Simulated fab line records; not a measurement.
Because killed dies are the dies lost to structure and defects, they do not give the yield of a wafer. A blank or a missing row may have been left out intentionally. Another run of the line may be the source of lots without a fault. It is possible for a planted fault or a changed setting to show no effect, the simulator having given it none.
fab line records	flow berkeley-cmos170	part 1 of 2: steps 1 to 4 of 6
record: lots: 24	wafers: 72	last-day: 13
route steps=331 shown ZERO@13 NWELL@26 ACTIVE@75 GATE@140 NLDD@168
lots with no fault: from the same line, run without faults
start-h: hours from the record's first day to the start of the lot's first wafer shown	wait-h: hours elapsed since this lot's preceding step	" as in the row above	L1.1+2: a row that stands for several wafers	- no value, or no start given	* or withheld: withheld	< > ~ a bound
route shown NAME@n: a module of which the file shows steps, and the number in the route of the first	usual: average and standard deviation across the fault-free wafers	same: alike in all rows	chamber/n: place in a boat	sites: readings site by site	_std_site: their standard deviation	_edge_site: mean of outer sites minus mean of inner sites	radius-mm: for every site, how far away it sits from the centre of the wafer	mask NAME#n: copy n	behind: the tool/chamber that last shaped the wafer	hold: cause of the lot's hold/its duration in hours/its outcome	device: whichever transistor did not switch (one of n, p or np)	end of line: the route-end tests of the same wafers	a step without rows: its recipe alone	killed: at the first sort, the dies lost to defects and structure; wafer yield is something else	map: dies across one wafer; x = killed, . = not, _ = none there
set.NAME: setting as actually run; set.NAME@STEP: the setting as run at that earlier step	model.NAME: the simulator's own value behind a step, which no gauge read
route steps across a sampled set of lots; one table per step, one row per wafer
services: when a tool's chamber went out of use (start-h, in hours from the record's first day, below 0 if earlier), for how many hours, and the reason
== steps ==
step: UCB170_ZERO_STRIP_07
recipe: chemistry: O2	power-w: 400	pressure-mtorr: 3500	platen-temp-c: withheld	o2-flow-sccm: 400	overash-fraction: 0.5
usual: drypump-motor-current-A: 5.6/0.48	oes-product-au: 0.727/0.0047	strip-time-to-endpoint-s: 21.49/0.065
lot.wafer	tool	chamber	start-h	wait-h	drypump-motor-current-A	oes-product-au	rf-hours-counter-h	strip-time-to-endpoint-s
L074.2	plasma-asher-01	1	17.82	0.0	5.9	0.731	28	21.37
L074.4	"	0	"	"	5.9	0.730	-	21.46
L074.6	"	1	"	"	5.8	0.722	-	21.47
L075.3	plasma-asher-03	0	25.63	0.0	6.1	0.730	-	21.45
L075.4	"	1	"	"	5.1	0.726	-	21.45
L075.5	"	1	"	"	5.1	0.724	-	21.51
L076.1	plasma-asher-03	1	30.36	0.0	5.1	0.721	22	21.51
L076.2	"	0	"	"	6.1	0.730	22	21.57
L076.6	"	0	"	"	6.2	0.722	-	21.59
L077.2	plasma-asher-02	1	37.07	0.0	4.9	0.727	26	21.49
L077.3	"	0	"	"	5.9	0.731	-	21.56
L077.5	"	1	"	"	4.9	0.729	-	21.57
L079.2	plasma-asher-02	1	44.92	0.0	4.9	0.724	27	21.54
L079.3	"	1	"	"	4.9	0.724	-	21.44
L079.6	"	0	"	"	5.8	0.728	-	21.44
L078.3	plasma-asher-02	0	45.18	0.0	5.9	0.723	-	21.57
L078.5	"	0	"	"	5.9	0.728	-	21.53
L078.6	"	1	"	"	4.9	0.728	-	21.49
L080.1	plasma-asher-02	1	52.37	0.0	4.8	0.721	28	21.44
L080.2	"	0	"	"	5.8	0.725	28	21.45
L080.3	"	1	"	"	4.8	0.728	-	21.43
L081.1	plasma-asher-01	1	58.60	0.0	5.9	0.729	33	21.49
L081.4	"	1	"	"	5.8	0.726	-	21.56
L081.6	"	1	"	"	5.9	0.728	-	21.55
L082.2	plasma-asher-01	0	61.93	0.0	6.0	0.727	33	21.54
L082.4	"	1	"	"	5.9	0.717	-	21.52
L082.5	"	1	"	"	5.9	0.726	-	21.45
L083.2	plasma-asher-02	0	67.20	0.0	5.8	0.733	30	21.42
L083.4	"	1	"	"	4.9	0.727	-	21.37
L083.6	"	0	"	"	5.8	0.729	-	21.39
L084.4	plasma-asher-02	1	71.23	0.0	4.9	0.723	-	21.47
L084.5	"	1	"	"	4.8	0.727	-	21.62
L084.6	"	0	"	"	5.9	0.718	-	21.54
L085.3	plasma-asher-03	1	80.61	0.0	5.1	0.729	-	21.45
L085.4	"	0	"	"	6.1	0.724	-	21.48
L085.6	"	1	"	"	5.1	0.733	-	21.33
L086.2	plasma-asher-01	1	80.82	0.0	5.9	0.739	35	21.64
L086.3	"	0	"	"	6.0	0.735	-	21.57
L086.4	"	1	"	"	5.9	0.722	-	21.59
L087.1	plasma-asher-01	1	87.84	0.0	5.9	0.726	36	21.50
L087.2	"	0	"	"	5.9	0.733	36	21.55
L087.6	"	1	"	"	5.9	0.730	-	21.57
L088.3	plasma-asher-02	0	91.62	0.0	5.9	0.723	-	21.56
L088.4	"	1	"	"	4.9	0.723	-	21.59
L088.5	"	0	"	"	5.9	0.724	-	21.59
L089.1	plasma-asher-02	0	96.77	0.0	5.9	0.723	33	21.42
L089.3	"	0	"	"	5.8	0.730	-	21.51
L089.6	"	0	"	"	5.9	0.727	-	21.36
L090.2	plasma-asher-01	0	103.94	0.0	6.0	0.731	38	21.49
L090.3	"	0	"	"	6.0	0.721	-	21.52
L090.4	"	1	"	"	5.8	0.730	-	21.55
L091.2	plasma-asher-03	0	104.22	0.0	6.1	0.726	30	21.44
L091.4	"	1	"	"	5.1	0.728	-	21.48
L091.6	"	0	"	"	6.1	0.727	-	21.48
L092.1	plasma-asher-02	0	113.95	0.0	5.9	0.729	35	21.50
L092.4	"	1	"	"	4.8	0.730	-	21.47
L092.5	"	0	"	"	5.9	0.729	-	21.47
L093.2	plasma-asher-01	1	119.40	0.0	5.8	0.718	0	21.42
L093.3	"	0	"	"	5.9	0.730	-	21.43
L093.6	"	1	"	"	5.9	0.732	-	21.49
L094.1	plasma-asher-02	1	119.81	0.0	4.9	0.732	36	21.49
L094.2	"	0	"	"	5.9	0.724	36	21.47
L094.6	"	0	"	"	5.9	0.730	-	21.51
L095.1	plasma-asher-01	1	126.80	0.0	5.9	0.730	1	21.43
L095.3	"	0	"	"	6.0	0.724	-	21.47
L095.6	"	0	"	"	5.9	0.725	-	21.38
L097.3	plasma-asher-03	0	134.33	0.0	6.1	0.734	-	21.42
L097.4	"	1	"	"	5.1	0.728	-	21.49
L097.5	"	0	"	"	6.1	0.728	-	21.41
L096.1	plasma-asher-01	1	134.72	0.0	5.9	0.731	2	21.43
L096.5	"	0	"	"	6.0	0.728	-	21.48
L096.6	"	1	"	"	5.8	0.726	-	21.36
step: UCB170_NWELL_OVL_MEAS_12
usual: NWELL_OVL: 1/4.9
lot.wafer	tool	chamber	start-h	wait-h	NWELL_OVL[nm]
L074.2	overlay-01	-	34.53	-	3
L074.4	"	-	"	"	5
L074.6	"	-	"	"	3
L075.3	overlay-02	-	37.20	-	4
L075.4	"	-	"	"	1
L075.5	"	-	"	"	1
L076.1	overlay-02	-	43.92	-	4
L076.2	"	-	"	"	6
L076.6	"	-	"	"	0
L077.2	overlay-02	-	50.94	-	4
L077.3	"	-	"	"	-2
L077.5	"	-	"	"	1
L078.3	overlay-02	-	60.03	-	-4
L078.5	"	-	"	"	-6
L078.6	"	-	"	"	2
L079.2	overlay-01	-	60.16	-	-9
L079.3	"	-	"	"	-10
L079.6	"	-	"	"	4
L080.1	overlay-01	-	68.27	-	7
L080.2	"	-	"	"	8
L080.3	"	-	"	"	5
L081.1	overlay-01	-	72.65	-	-1
L081.4	"	-	"	"	-3
L081.6	"	-	"	"	-4
L082.2	overlay-01	-	72.93	-	-15
L082.4	"	-	"	"	4
L082.5	"	-	"	"	-8
L084.4	overlay-01	-	85.82	-	3
L084.5	"	-	"	"	-2
L084.6	"	-	"	"	8
L083.2	overlay-01	-	86.08	-	0
L083.4	"	-	"	"	1
L083.6	"	-	"	"	-1
L085.3	overlay-02	-	93.62	-	6
L085.4	"	-	"	"	10
L085.6	"	-	"	"	8
L086.2	overlay-02	-	94.03	-	6
L086.3	"	-	"	"	3
L086.4	"	-	"	"	-1
L087.1	overlay-01	-	101.01	-	1
L087.2	"	-	"	"	-9
L087.6	"	-	"	"	0
L088.3	overlay-02	-	101.10	-	2
L088.4	"	-	"	"	-4
L088.5	"	-	"	"	2
L089.1	overlay-02	-	111.42	-	1
L089.3	"	-	"	"	3
L089.6	"	-	"	"	2
L090.2	overlay-02	-	117.03	-	-2
L090.3	"	-	"	"	5
L090.4	"	-	"	"	1
L091.2	overlay-02	-	117.72	-	10
L091.4	"	-	"	"	3
L091.6	"	-	"	"	-1
L092.1	overlay-01	-	127.95	-	2
L092.4	"	-	"	"	2
L092.5	"	-	"	"	2
L094.1	overlay-01	-	135.99	-	1
L094.2	"	-	"	"	-2
L094.6	"	-	"	"	2
L093.2	overlay-01	-	136.29	-	-6
L093.3	"	-	"	"	-3
L093.6	"	-	"	"	0
L095.1	overlay-01	-	142.86	-	-1
L095.3	"	-	"	"	-4
L095.6	"	-	"	"	-2
L097.3	overlay-01	-	148.55	-	8
L097.4	"	-	"	"	3
L097.5	"	-	"	"	8
L096.1	overlay-02	-	148.57	-	-4
L096.5	"	-	"	"	4
L096.6	"	-	"	"	5
step: UCB170_NWELL_ETCH_13
recipe: chemistry: CH3F/Ar/O2	target: Si3N4	stop-on: SiO2	CH3F_flow_sccm: 20	Ar_flow_sccm: 50	O2_flow_sccm: 7	pressure-mtorr: 50	rf-w: 450	target-depth-a: 2464	over-etch-frac: 0.1	time-s: 154
usual: drypump-motor-current-A: 5.8/0.41	oes-product-au: 0.942/0.018	rf-fwd-power-W: 448.3/1.4	throttle-valve-pct: 8.11/0.16
lot.wafer	tool	chamber	start-h	wait-h	drypump-motor-current-A	oes-product-au	rf-fwd-power-W	rf-hours-counter-h	throttle-valve-pct
L074.2	rie-diel-04	0	34.56	0.0	5.7	0.904	448.5	125	8.27
L074.4	"	3	"	"	5.8	0.966	449.8	109	8.31
L074.6	"	2	"	"	6.0	0.974	449.6	-	7.88
L075.3	rie-diel-04	0	37.22	0.0	5.7	0.916	447.9	125	8.26
L075.4	"	3	"	"	5.8	0.948	447.2	109	8.28
L075.5	"	2	"	"	5.9	0.957	445.8	-	7.85
L076.1	rie-diel-04	0	43.95	0.0	5.7	0.908	445.9	125	8.26
L076.2	"	3	"	"	5.8	0.959	449.8	109	8.30
L076.6	"	3	"	"	5.8	0.967	447.6	-	8.30
L077.2	rie-diel-01	1	50.97	0.0	6.2	0.945	446.2	21	7.92
L077.3	"	2	"	"	6.2	0.940	448.5	4	7.96
L077.5	"	0	"	"	6.0	0.927	449.8	-	8.31
L078.3	rie-diel-04	1	60.06	0.0	5.5	0.956	448.7	144	8.14
L078.5	"	3	"	"	5.8	0.963	449.6	-	8.28
L078.6	"	0	"	"	5.7	0.907	450.6	-	8.25
L079.2	rie-diel-01	3	60.19	0.0	5.8	0.962	446.7	156	8.08
L079.3	"	2	"	"	6.2	0.933	453.2	5	7.98
L079.6	"	0	"	"	6.0	0.930	448.6	-	8.30
L080.1	rie-diel-01	2	68.31	0.0	6.2	0.928	448.3	5	7.98
L080.2	"	1	"	"	6.2	0.952	448.2	21	7.93
L080.3	"	3	"	"	5.8	0.956	446.0	156	8.09
L081.1	rie-diel-02	2	72.68	0.0	5.8	0.938	450.9	118	7.83
L081.4	"	3	"	"	4.7	0.935	448.3	29	8.15
L081.6	"	2	"	"	5.8	0.925	450.1	-	7.84
L082.2	rie-diel-04	1	72.96	0.0	5.5	0.942	448.3	145	8.14
L082.4	"	0	"	"	5.7	0.901	447.8	127	8.26
L082.5	"	2	"	"	6.0	0.951	447.9	-	7.89
L084.4	rie-diel-02	0	85.84	0.0	5.2	0.960	448.3	136	8.14
L084.5	"	3	"	"	4.7	0.930	445.5	-	8.18
L084.6	"	0	"	"	5.2	0.959	447.9	-	8.13
L083.2	rie-diel-01	3	86.11	0.0	5.8	0.944	448.9	157	8.10
L083.4	"	1	"	"	6.2	0.946	448.1	22	7.94
L083.6	"	3	"	"	5.8	0.945	447.0	-	8.10
L085.3	rie-diel-02	2	93.64	0.0	5.8	0.939	448.9	119	7.83
L085.4	"	3	"	"	4.7	0.943	444.4	31	8.15
L085.6	"	3	"	"	4.7	0.943	447.2	-	8.16
L086.2	rie-diel-01	2	94.06	0.0	6.3	0.931	449.5	6	7.99
L086.3	"	0	"	"	6.0	0.931	448.5	124	8.29
L086.4	"	1	"	"	6.3	0.975	447.5	22	7.93
L087.1	rie-diel-04	1	101.04	0.0	5.5	0.951	448.7	146	8.14
L087.2	"	3	"	"	5.8	0.956	450.0	112	8.29
L087.6	"	1	"	"	5.5	0.943	447.6	-	8.15
L088.3	rie-diel-02	2	101.12	0.0	5.8	0.918	448.9	120	7.83
L088.4	"	0	"	"	5.2	0.937	448.7	136	8.14
L088.5	"	3	"	"	4.7	0.924	447.6	-	8.16
L089.1	rie-diel-04	0	111.46	0.0	5.7	0.911	450.3	129	8.25
L089.3	"	3	"	"	5.8	0.957	447.3	112	8.28
L089.6	"	3	"	"	5.8	0.966	447.9	-	8.31
L090.2	rie-diel-01	2	117.06	0.0	6.2	0.926	449.7	7	7.98
L090.3	"	0	"	"	6.0	0.921	447.9	125	8.31
L090.4	"	1	"	"	6.3	0.958	447.6	-	7.94
L091.2	rie-diel-01	2	117.75	0.0	6.3	0.933	448.7	7	7.98
L091.4	"	2	"	"	6.3	0.927	449.2	-	7.98
L091.6	"	0	"	"	6.0	0.937	448.4	-	8.29
L092.1	rie-diel-02	2	127.99	0.0	5.8	0.932	448.8	121	7.82
L092.4	"	1	"	"	6.1	0.950	451.2	109	8.14
L092.5	"	1	"	"	6.1	0.958	448.8	-	8.14
L094.1	rie-diel-01	1	136.03	0.0	6.3	0.957	451.2	24	7.91
L094.2	"	0	"	"	6.0	0.929	447.5	126	8.30
L094.6	"	0	"	"	6.0	0.922	449.4	-	8.30
L093.2	rie-diel-04	3	136.32	0.0	5.8	0.958	447.5	114	8.30
L093.3	"	0	"	"	5.7	0.914	447.7	130	8.26
L093.6	"	3	"	"	5.8	0.956	448.1	-	8.30
L095.1	rie-diel-04	0	142.89	0.0	5.7	0.906	447.4	130	8.27
L095.3	"	1	"	"	5.5	0.940	446.7	148	8.14
L095.6	"	3	"	"	5.8	0.953	448.9	-	8.30
L097.3	rie-diel-04	2	148.57	0.0	6.0	0.961	448.5	16	7.88
L097.4	"	2	"	"	5.9	0.961	449.2	-	7.88
L097.5	"	0	"	"	5.7	0.908	449.0	-	8.27
L096.1	rie-diel-02	3	148.61	0.0	4.7	0.931	448.1	34	8.17
L096.5	"	0	"	"	5.2	0.951	448.9	-	8.14
L096.6	"	1	"	"	6.1	0.954	448.0	-	8.13
step: UCB170_ACTIVE_ETCH_15
recipe: chemistry: CH3F/Ar/O2	target: Si3N4	stop-on: SiO2	CH3F_flow_sccm: 20	Ar_flow_sccm: 50	O2_flow_sccm: 7	pressure-mtorr: 50	rf-w: 450	target-depth-a: 2420	over-etch-frac: 0.1	time-s: 151
usual: drypump-motor-current-A: 5.7/0.32	oes-product-au: 0.946/0.019	rf-fwd-power-W: 448.1/1.5	throttle-valve-pct: 8.06/0.17
lot.wafer	tool	chamber	start-h	wait-h	drypump-motor-current-A	oes-product-au	rf-fwd-power-W	rf-hours-counter-h	throttle-valve-pct
L074.2	rie-diel-01	0	92.56	0.0	6.0	0.933	448.1	124	8.30
L074.4	"	3	"	"	5.8	0.960	447.2	157	8.09
L074.6	"	2	"	"	6.3	0.933	450.2	-	7.97
L076.1	rie-diel-04	1	96.11	0.0	5.5	0.951	444.7	146	8.15
L076.2	"	0	"	"	5.7	0.909	449.2	128	8.25
L076.6	"	0	"	"	5.7	0.913	447.1	-	8.27
L075.3	rie-diel-03	2	96.39	0.0	5.5	0.952	446.5	126	7.87
L075.4	"	0	"	"	5.0	0.926	445.5	49	8.22
L075.5	"	1	"	"	5.6	0.956	446.2	-	8.03
L077.2	rie-diel-01	1	105.24	0.0	6.2	0.959	446.2	23	7.92
L077.3	"	2	"	"	6.2	0.924	449.3	6	7.99
L077.5	"	3	"	"	5.8	0.966	449.0	-	8.09
L079.2	rie-diel-04	2	114.36	0.0	5.9	0.971	448.3	14	7.89
L079.3	"	0	"	"	5.7	0.914	446.3	129	8.25
L079.6	"	3	"	"	5.8	0.962	449.3	-	8.29
L078.3	rie-diel-03	2	114.91	0.0	5.5	0.958	449.6	127	7.86
L078.5	"	0	"	"	5.0	0.936	447.6	-	8.23
L078.6	"	2	"	"	5.6	0.954	446.1	-	7.87
L082.2	rie-diel-03	0	126.02	0.0	5.0	0.924	448.8	51	8.22
L082.4	"	2	"	"	5.5	0.958	448.8	128	7.87
L082.5	"	2	"	"	5.5	0.958	448.2	-	7.86
L080.1	rie-diel-04	3	126.29	0.0	5.8	0.962	450.1	113	8.30
L080.2	"	2	"	"	5.9	0.973	446.7	15	7.86
L080.3	"	0	"	"	5.7	0.919	446.3	130	8.25
L081.1	rie-diel-03	2	126.29	0.0	5.5	0.967	446.6	128	7.86
L081.4	"	0	"	"	5.0	0.930	448.7	51	8.21
L081.6	"	2	"	"	5.5	0.946	447.7	-	7.84
L083.2	rie-diel-01	3	146.40	0.0	5.8	0.951	446.6	0	8.11
L083.4	"	2	"	"	6.3	0.938	451.2	-	7.98
L083.6	"	3	"	"	5.8	0.946	444.3	-	8.11
L084.4	rie-diel-04	1	146.68	0.0	5.5	0.958	442.7	148	8.15
L084.5	"	0	"	"	5.7	0.918	447.2	-	8.26
L084.6	"	1	"	"	5.5	0.943	444.3	-	8.12
L087.1	rie-diel-04	2	153.34	0.0	6.0	0.960	448.9	17	7.89
L087.2	"	3	"	"	5.8	0.954	446.8	115	8.29
L087.6	"	3	"	"	5.8	0.957	446.7	-	8.29
L086.2	rie-diel-01	1	153.61	0.0	6.2	0.958	448.7	25	7.92
L086.3	"	0	"	"	6.0	0.936	447.7	126	8.31
L086.4	"	3	"	"	5.8	0.961	449.4	0	8.12
L088.3	rie-diel-04	0	153.89	0.0	5.7	0.897	448.1	131	8.26
L088.4	"	0	"	"	5.7	0.905	447.4	-	8.27
L088.5	"	3	"	"	5.8	0.952	448.7	-	8.30
L085.3	rie-diel-01	3	153.95	0.0	5.8	0.955	447.5	1	8.10
L085.4	"	0	"	"	6.0	0.925	448.3	126	8.30
L085.6	"	2	"	"	6.3	0.929	449.6	-	7.98
L089.1	rie-diel-01	1	162.20	0.0	6.3	0.957	450.1	25	7.92
L089.3	"	3	"	"	5.8	0.945	446.5	1	8.12
L089.6	"	2	"	"	6.3	0.929	448.8	-	7.99
L090.2	rie-diel-04	3	174.27	0.0	5.8	0.941	448.0	116	8.28
L090.3	"	2	"	"	5.9	0.960	447.8	-	7.88
L090.4	"	3	"	"	5.8	0.951	448.7	-	8.30
L091.2	rie-diel-03	0	174.42	0.0	5.0	0.925	448.4	53	8.21
L091.4	"	1	"	"	5.6	0.938	448.4	110	8.03
L091.6	"	1	"	"	5.7	0.945	445.6	-	8.03
L092.1	rie-diel-03	3	182.88	0.0	5.6	0.960	449.8	76	7.85
L092.4	"	0	"	"	5.0	0.934	449.8	54	8.20
L092.5	"	2	"	"	5.5	0.946	446.5	-	7.85
L093.2	rie-diel-01	1	188.50	0.0	6.2	0.965	449.1	26	7.92
L093.3	"	3	"	"	5.8	0.958	448.0	2	8.11
L093.6	"	0	"	"	6.0	0.936	448.7	-	8.30
L094.1	rie-diel-03	2	188.75	0.0	5.6	0.944	446.8	131	7.85
L094.2	"	3	"	"	5.6	0.969	447.7	76	7.84
L094.6	"	2	"	"	5.6	0.950	447.5	-	7.87
L095.1	rie-diel-03	3	206.58	0.0	5.6	0.950	449.3	77	7.85
L095.3	"	0	"	"	5.1	0.920	448.6	54	8.22
L095.6	"	1	"	"	5.6	0.945	448.0	-	8.02
L096.1	rie-diel-04	0	221.41	0.0	5.7	0.898	449.9	133	8.25
L096.5	"	2	"	"	5.9	0.961	449.0	-	7.88
L096.6	"	0	"	"	5.7	0.897	446.1	-	8.26
L097.3	rie-diel-03	2	222.10	0.0	5.5	0.956	448.8	133	7.86
L097.4	"	0	"	"	5.0	0.929	449.7	55	8.21
L097.5	"	3	"	"	5.6	0.966	448.3	-	7.84
